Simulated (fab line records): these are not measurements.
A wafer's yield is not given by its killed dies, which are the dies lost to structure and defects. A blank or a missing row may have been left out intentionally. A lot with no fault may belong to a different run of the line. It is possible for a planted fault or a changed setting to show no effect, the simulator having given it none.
What tool caused it? / flow rit cmos / Sampling: 14 lots, 42 wafers, 2 of 202 route steps

## WHAT THE GAUGES READ, wafer by wafer
No reading from a measuring or inspecting step in the record can be judged against a usual standard deviation.

## EACH LOT AND THE TOOL THAT RAN IT (in order: tool; ch and the chambers of the sampled wafers; start)
lot=L776; RIT_PSD_HARDBAKE_07=litho track-04 ch 0, day 3 01:18; RIT_M1_PROBE_99=-
lot=L777; RIT_PSD_HARDBAKE_07=litho track-01 ch 0, day 3 07:55; RIT_M1_PROBE_99=prober-01, day 3 16:20
lot=L778; RIT_PSD_HARDBAKE_07=litho track-04 ch 0, day 3 12:46; RIT_M1_PROBE_99=-
lot=L779; RIT_PSD_HARDBAKE_07=litho track-02 ch 0, day 3 17:32; RIT_M1_PROBE_99=-
lot=L781; RIT_PSD_HARDBAKE_07=litho track-02 ch 0, day 4 02:46; RIT_M1_PROBE_99=-
lot=L782; RIT_PSD_HARDBAKE_07=litho track-01 ch 0, day 4 06:15; RIT_M1_PROBE_99=-
lot=L783; RIT_PSD_HARDBAKE_07=litho track-02 ch 0, day 4 11:22; RIT_M1_PROBE_99=-
lot=L784; RIT_PSD_HARDBAKE_07=litho track-02 ch 0, day 4 17:52; RIT_M1_PROBE_99=prober-01, day 5 02:07
lot=L786; RIT_PSD_HARDBAKE_07=litho track-02 ch 0, day 5 02:17; RIT_M1_PROBE_99=-
lot=L787; RIT_PSD_HARDBAKE_07=litho track-01 ch 0, day 5 07:37; RIT_M1_PROBE_99=prober-02, day 5 20:19
lot=L788; RIT_PSD_HARDBAKE_07=litho track-02 ch 0, day 5 12:58; RIT_M1_PROBE_99=prober-01, day 5 21:37
lot=L789; RIT_PSD_HARDBAKE_07=litho track-02 ch 0, day 5 18:17; RIT_M1_PROBE_99=prober-02, day 6 05:37
lot=L791; RIT_PSD_HARDBAKE_07=litho track-02 ch 0, day 6 08:16; RIT_M1_PROBE_99=prober-02, day 6 18:00
lot=L799; RIT_PSD_HARDBAKE_07=litho track-01 ch 0, day 7 20:17; RIT_M1_PROBE_99=-
- RIT_PSD_HARDBAKE_07: time 60 s.
- RIT_M1_PROBE_99

## AS READ BY THE TOOLS THEMSELVES (means over the sampled wafers that have a number; for cases with no such wafer, the mark the record gives instead)
RIT_PSD_HARDBAKE_07.
lot=L776; tool=litho track-04; heater power total W (W)=62.53; plate temp C (C)=139.87
lot=L777; tool=litho track-01; heater power total W (W)=62.58; plate temp C (C)=140.09
lot=L778; tool=litho track-04; heater power total W (W)=62.57; plate temp C (C)=139.89
lot=L779; tool=litho track-02; heater power total W (W)=62.53; plate temp C (C)=140.01
lot=L781; tool=litho track-02; heater power total W (W)=62.50; plate temp C (C)=139.94
lot=L782; tool=litho track-01; heater power total W (W)=62.57; plate temp C (C)=139.95
lot=L783; tool=litho track-02; heater power total W (W)=62.56; plate temp C (C)=139.99
lot=L784; tool=litho track-02; heater power total W (W)=62.55; plate temp C (C)=140.12
lot=L786; tool=litho track-02; heater power total W (W)=62.52; plate temp C (C)=139.97
lot=L787; tool=litho track-01; heater power total W (W)=62.57; plate temp C (C)=139.88
lot=L788; tool=litho track-02; heater power total W (W)=62.55; plate temp C (C)=139.88
lot=L789; tool=litho track-02; heater power total W (W)=66.53; plate temp C (C)=146.92
lot=L791; tool=litho track-02; heater power total W (W)=66.50; plate temp C (C)=147.01
lot=L799; tool=litho track-01; heater power total W (W)=62.53; plate temp C (C)=139.96

RIT_M1_PROBE_99.
lot=L777; tool=prober-01; killed at contacts=0.3; killed at front end=5.3; killed dies=5.7; killed open=2.3; killed short=3.3
lot=L784; tool=prober-01; killed at contacts=0.0; killed at front end=3.7; killed dies=3.7; killed open=1.7; killed short=2.0
lot=L787; tool=prober-02; killed at contacts=0.0; killed at front end=8.3; killed dies=8.3; killed open=4.3; killed short=4.0
lot=L788; tool=prober-01; killed at contacts=0.0; killed at front end=4.7; killed dies=4.7; killed open=2.0; killed short=2.7
lot=L789; tool=prober-02; killed at contacts=0.0; killed at front end=8.0; killed dies=8.0; killed open=4.7; killed short=3.3
lot=L791; tool=prober-02; killed at contacts=0.0; killed at front end=11.0; killed dies=11.0; killed open=5.3; killed short=5.7

## THE ANSWER, worked out from the rows above alone
Rule: the lots themselves supply what counts as usual. Put in order of their means at a reading, lots are off if they are a third of the lots or fewer, leave a main group of 4 or more, and stand apart from it by a gap of 3 or more times the standard deviation of the main group's means; of several such gaps the widest counts. Not used: any main group whose means are identical at the precision the tables above print for the reading. Also off: a lot with no number at a reading for which 4 or more lots have one. The other lots that the step has rows for count as sound. After the gauges, taken in route order, come the tools' own readings; for these a lot's mean is taken, as printed above. At the first step where some lot is off, the reading lying furthest off is the one used; lots without a number count as furthest.
Off: L789, L791, at RIT_PSD_HARDBAKE_07 (heater power total W). For the main group the mean is 62.55 W and the standard deviation 0.024.
A tool fits if, at that step or a process step before it, it ran every lot that is off, and no sound lot after the first of them. One fits: RIT_PSD_HARDBAKE_07 on litho track-02. A fault onset in the window from L788 (day 5 12:58, its last sound lot) to L789 (day 5 18:17, its first lot off) fits.
The tool's own readings at RIT_PSD_HARDBAKE_07 bear it out: on the lots that are off they differ by more than 5 times the standard deviation of the sound lots' means. heater power total W reads 66.52 W there against 62.55 W on the sound lots; plate temp C reads 146.96 C there against 139.96 C on the sound lots.

## WHAT THE SIMULATOR HAD PUT IN
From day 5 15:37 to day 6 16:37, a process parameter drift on litho track-02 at RIT_PSD_HARDBAKE_07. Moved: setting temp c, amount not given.
Struck lots among those shown: L789, L791. This agrees with what the rule above found.
